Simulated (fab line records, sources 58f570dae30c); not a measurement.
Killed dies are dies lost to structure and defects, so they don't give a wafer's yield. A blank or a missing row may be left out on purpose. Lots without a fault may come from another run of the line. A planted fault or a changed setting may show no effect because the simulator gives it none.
Problem report in the 8D (eight disciplines) form, filled by code | flow berkeley_cmos170 | the parts of the form that need people (team, actions taken, sign-off) are left out

1. THE PROBLEM
ph3_flow_sccm at UCB170_CONTACT_CVD_01 reads a mean of 30.01 sccm on 6 wafers of 2 lots; wafers without a fault read 24.99 sccm with a standard deviation of 0.085. That is +59 standard deviations from the usual mean.
The step: deposits PSG from SiH4/O2/PH3, target thk 700 nm, time 2820 s.
First seen on wafer L936.4, day 8 20:17, on lpcvd-02. The record holds 18 wafers of 6 lots with a number at this step. Rule for "out", or "out of limits": more than 4 standard deviations from the usual mean. The other wafers with a number count as sound.

2. WHAT IT IS AND WHAT IT IS NOT
question                    | is                     | is not
which readings at this step | ph3_flow_sccm          | spike_tc_centre_C, spike_tc_load_C
which lots                  | L936, L937             | L925, L931, L941, L945
which wafers of those lots  | all that have a number | -
read on which tools         | lpcvd-02               | lpcvd-01
when                        | from day 8 20:17       | up to then (6 sound wafers); but 6 sound wafers of L941, L945 came after

3. SUSPECTS, AND WHAT RULES EACH OUT
Counting: a tool at a process step up to the reading stays a suspect if it ran every lot that is out and no sound lot after the first of them.
- lpcvd-02 at UCB170_CONTACT_CVD_01 (deposits PSG from SiH4/O2/PH3, target thk 700 nm, time 2820 s): kept. It ran every lot that is out, first L936 (day 8 20:17), and no sound lot after that; its last sound lot up to then is L925 (day 6 17:15). Its own readings are out on those wafers: ph3_flow_sccm.
Left after counting: lpcvd-02 at UCB170_CONTACT_CVD_01.

4. THE CAUSE (what the simulator had put in)
Process parameter drift: lpcvd-02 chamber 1, from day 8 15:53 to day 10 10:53, at UCB170_CONTACT_CVD_01. Setting ph3_flow_sccm, moved by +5, from 25.
Counting left only this tool.

5. THE CHAIN OF EFFECTS, in route order
Each row: a reading whose mean over the struck wafers that have a number lies more than 3 standard deviations from the usual. Only readings for which the record gives a usual standard deviation are gone through. hours: the time from each lot's start at the first step in this table that gives one to its start at this step, as a median over the lots. sigmas: the change in usual standard deviations.
hours | step                  | reading       | usual      | on struck wafers | change | sigmas
0     | UCB170_CONTACT_CVD_01 | ph3_flow_sccm | 24.99 sccm | 30.01            | +5.02  | +59
The process steps in it:
- UCB170_CONTACT_CVD_01: deposits PSG from SiH4/O2/PH3, target thk 700 nm, time 2820 s.
Later measuring or inspecting steps at which every struck wafer that the step has a row for has a number for every such reading, and none has moved that far: UCB170_CONTACT_THK_MEAS_02, UCB170_CONTACT_CD_MEAS_15, UCB170_CONTACT_OVL_MEAS_16, UCB170_CONTACT_CD_MEAS_90, UCB170_M1_RS_MEAS_01, UCB170_M1_THK_MEAS_02.

6. WHAT WOULD HAVE CAUGHT IT SOONER
In this record the first reading out of limits was taken at day 8 20:17, 4 hours after the fault began at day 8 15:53.
